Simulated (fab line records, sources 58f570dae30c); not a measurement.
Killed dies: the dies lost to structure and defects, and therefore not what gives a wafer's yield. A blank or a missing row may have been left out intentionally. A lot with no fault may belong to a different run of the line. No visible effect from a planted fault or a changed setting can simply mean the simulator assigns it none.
Which tool was responsible? -- flow berkeleyCmos170 -- 21 wafers sampled from 7 lots at 1 step of a route of 331

== WHAT EACH GAUGE READ, for each wafer ==
UCB170_START_THK_MEAS_03.
lot,measured,on,START_OXIDE_THK (nm)
L463,day 1 20:04,filmMetro-03,20.2 20.0 20.3
L465,day 2 04:32,filmMetro-03,20.6 20.4 20.6
L472,day 3 16:08,filmMetro-02,20.3 20.1 20.3
L476,day 4 12:08,filmMetro-03,20.9 20.5 20.7
L479,day 5 01:06,filmMetro-02,20.2 20.6 20.4
L481,day 5 13:17,filmMetro-01,20.2 20.8 20.3
L484,day 6 06:45,filmMetro-03,20.6 20.4 20.4

== WHICH TOOL RAN EACH LOT (tool, then ch and the chambers of the sampled wafers, then the start) ==
The record shows no process step preceding these readings.

== THE ANSWER, worked out from the rows above alone ==
Rule: usual is defined by the lots themselves. Put in order of their means at a reading, lots are off if they are a third of the lots or fewer, leave a main group of 4 or more, and stand apart from it by a gap of 3 or more times the standard deviation of the main group's means; of several such gaps the widest counts. A main group is skipped when, at the precision printed for the reading in the tables above, its means are all equal. Also off: a lot with no number at a reading for which 4 or more lots have one. All remaining lots with rows at the step are treated as sound.
None of the lots is off at any reading shown; this tells nothing.

== WHAT THE SIMULATOR PUT IN ==
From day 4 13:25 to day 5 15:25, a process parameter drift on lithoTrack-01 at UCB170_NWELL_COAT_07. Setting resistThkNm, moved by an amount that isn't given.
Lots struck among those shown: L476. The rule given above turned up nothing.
